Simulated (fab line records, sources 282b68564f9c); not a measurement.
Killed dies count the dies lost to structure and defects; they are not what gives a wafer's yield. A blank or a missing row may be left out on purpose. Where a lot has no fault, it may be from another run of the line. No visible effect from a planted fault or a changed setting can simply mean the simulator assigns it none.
fab line records	flow rit-cmos
[record] lots = 14	wafers = 42	last-day = 8
route steps=202 shown ACTIVE@15 M1@202
lots that met no fault: from a run of the same line without faults
start-h: hours from the record's first day to the start of the lot's first wafer shown	wait-h: hours from the lot's prior step to this one	" as in the row above	L1.1+2: a row that stands for several wafers	- no value present, or no start provided	* or withheld: withheld	< > ~ a bound
route shown NAME@n: a module of which the file shows steps, and the number in the route of the first	usual: the fault-free wafers' mean and standard deviation	same: alike in all rows	chamber/n: place in a boat	sites: per-site readings	_std_site: standard deviation across them	_edge_site: the outer-site mean with the inner-site mean subtracted	radius-mm: how far each site lies from the wafer's centre	mask NAME#n: copy n	behind: the tool/chamber that last shaped the wafer	hold: reason for holding the lot/hours on hold/outcome of the hold	device: the n, p or np transistor that did not switch	end of line: tests of these same wafers at the route's end	where a step has no rows: the recipe by itself	killed: dies that structure and defects cost at the first sort, which is not the same as the wafer's yield	map: a wafer's dies, marking killed ones x, the rest . and places with no die _
set.NAME: the run value of the setting; set.NAME@STEP: its run value at that earlier step	model.NAME: the simulator's own value behind a step, which no gauge read
the route's steps for a sample of lots (tables are steps, rows are wafers)
services: from which hour (start-h, from the record's first day; less than 0 if before it) a tool's chamber was out of use, for how many hours, and why
[[steps]]
[step RIT_ACTIVE_STRIP_14]
[recipe] chemistry = O2	time-s = 180	resist = NOVOLAK	platen-temp-c = withheld	power-w = 500	pressure-mtorr = 4000	o2-flow-sccm = 4000
[usual] drypump-motor-current-A = 5.6/0.46	o2-flow-sccm = 4000/12
lot.wafer	tool	chamber	start-h	wait-h	drypump-motor-current-A	o2-flow-sccm	rf-hours-counter-h
L340.2	plasma-asher-01	0	19.84	0.1	4.8	4006	34
L340.3	"	0	"	"	4.8	4032	-
L340.5	"	1	"	"	6.0	3998	-
L341.2	plasma-asher-01	1	26.07	0.1	6.0	4021	35
L341.4	"	0	"	"	4.7	4001	-
L341.5	"	1	"	"	6.0	4022	-
L343.1	plasma-asher-02	1	34.89	0.1	5.6	3981	38
L343.4	"	0	"	"	5.8	4019	-
L343.5	"	0	"	"	5.8	4007	-
L344.1	plasma-asher-04	0	41.56	0.1	5.8	3994	41
L344.3	"	1	"	"	5.9	3992	-
L344.6	"	0	"	"	5.8	3980	-
L345.3	plasma-asher-04	1	46.34	0.1	5.9	3982	-
L345.4	"	0	"	"	5.8	3998	-
L345.5	"	0	"	"	5.8	3988	-
L347.2	plasma-asher-02	0	56.98	0.1	5.8	4008	40
L347.4	"	0	"	"	5.8	4007	-
L347.6	"	0	"	"	5.8	4002	-
L348.1	plasma-asher-01	1	61.08	0.1	6.0	4023	38
L348.3	"	1	"	"	6.0	4002	-
L348.4	"	0	"	"	4.7	3992	-
L349.3	plasma-asher-01	0	65.68	0.1	4.7	4012	-
L349.4	"	1	"	"	6.0	3991	-
L349.6	"	0	"	"	4.7	3993	-
L350.2	plasma-asher-01	1	71.14	0.1	6.0	3982	39
L350.4	"	1	"	"	6.0	3980	-
L350.6	"	1	"	"	6.0	4004	-
L351.3	plasma-asher-02	0	75.64	0.1	5.8	4004	-
L351.4	"	1	"	"	5.6	4007	-
L351.5	"	0	"	"	5.8	3985	-
L356.3	plasma-asher-02	1	101.64	0.1	5.6	4013	-
L356.4	"	0	"	"	5.8	3986	-
L356.5	"	1	"	"	5.6	4006	-
L357.2	plasma-asher-04	0	104.97	0.1	5.8	4004	47
L357.3	"	0	"	"	5.8	4019	-
L357.6	"	0	"	"	5.8	4028	-
L360.3	plasma-asher-02	1	122.38	0.1	5.6	4000	-
L360.4	"	0	"	"	5.8	3999	-
L360.6	"	0	"	"	5.8	4001	-
L361.2	plasma-asher-04	0	128.68	0.1	5.8	4006	1
L361.3	"	0	"	"	5.8	3984	-
L361.6	"	1	"	"	5.9	4015	-
[step RIT_M1_PROBE_99]
[usual] killed-at-contacts = 0.0/0.22	killed-at-front-end = 6.6/2.7	killed-dies = 6.7/2.7	killed-on-rim = 1.7/1.4	killed-open = 3.4/2	killed-short = 3.2/1.8
[same] gross-dies = 264	killed_at_M0_to_M3 = 0	killed_at_M4_up = 0	killed-at-back-side = 0	killed-at-other = 0
lot.wafer	tool	chamber	start-h	wait-h	killed-at-contacts	killed-at-front-end	killed-dies	killed-on-rim	killed-open	killed-short
L356.3	prober-01	-	159.88	0.2	0	23	23	13	3	2
L356.4	prober-01	-	159.93	0.2	0	27	27	10	2	1
L356.5	prober-01	-	159.98	0.2	0	19	19	7	2	3
L360.3	prober-02	-	180.27	0.2	0	26	26	13	5	4
L360.4	prober-02	-	180.32	0.2	0	27	27	11	1	7
L360.6	prober-02	-	180.42	0.2	0	28	28	10	3	3
// killed by level:class
L356.3 ACTIVE:unspecified=18 REOX:geometric-particle:open=3 GATE:geometric-particle:short=1 SPACER:geometric-particle:short=1
L356.4 ACTIVE:unspecified=24 GATE:geometric-particle:open=2 FOX2:geometric-particle:short=1
L356.5 ACTIVE:unspecified=14 FOX1:geometric-particle:open=2 FOX1:geometric-particle:short=1 GATE:geometric-particle:short=1 SPACER:geometric-particle:short=1
L360.3 ACTIVE:unspecified=17 FOX1:geometric-particle:open=3 GATE:geometric-particle:short=2 FOX1:geometric-particle:short=1 GATE:geometric-particle:open=1 SPACER:geometric-particle:open=1 SILICIDE:geometric-particle:short=1
L360.4 ACTIVE:unspecified=19 GATE:geometric-particle:short=4 FOX1:geometric-particle:short=2 FOX1:geometric-particle:open=1 FOX2:geometric-particle:short=1
L360.6 ACTIVE:unspecified=22 GATE:geometric-particle:short=3 GATE:geometric-particle:open=2 FOX1:geometric-particle:open=1
[[services]]
tool	chamber	start-h	hours	kind
plasma-asher-04	-	7.50	5.9	repair
plasma-asher-02	-	30.61	0.4	repair
plasma-asher-02	-	83.87	14.6	pm
plasma-asher-01	-	103.33	0.4	repair
plasma-asher-04	-	108.75	9.0	pm
plasma-asher-04	0	108.75	9.0	vent-cycle
plasma-asher-04	1	108.75	9.0	vent-cycle
plasma-asher-04	0	117.75	-	clean
plasma-asher-04	1	117.75	-	clean
[[key]]
[first-sign] step = RIT_M1_PROBE_99	reading = killed-dies	direction = up	sigmas = 6.7	usual = 6.7	struck = 25
[effect] step = RIT_M1_PROBE_99	reading = killed-at-front-end	direction = up	sigmas = 6.7	usual = 6.6	struck = 25
met-at RIT_ACTIVE_STRIP_14
struck-lots L356,L360
tester-left-out L356,L360
onset-between 75.64 101.64
[fault] kind = chamber-particle-source	tool = plasma-asher-02	chamber = -	onset-h = 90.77	steps = RIT_ACTIVE_STRIP_14	rate-per-visit-cm2 = 1.1648	end-h = 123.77
// tester-left-out: of these lots the tester's yield and bins aren't shown, on N5 and GAA mostly nor the transistor test; their killed dies are dies lost to structure and defects alone, not to doping, threshold or leakage, so they don't give the yield
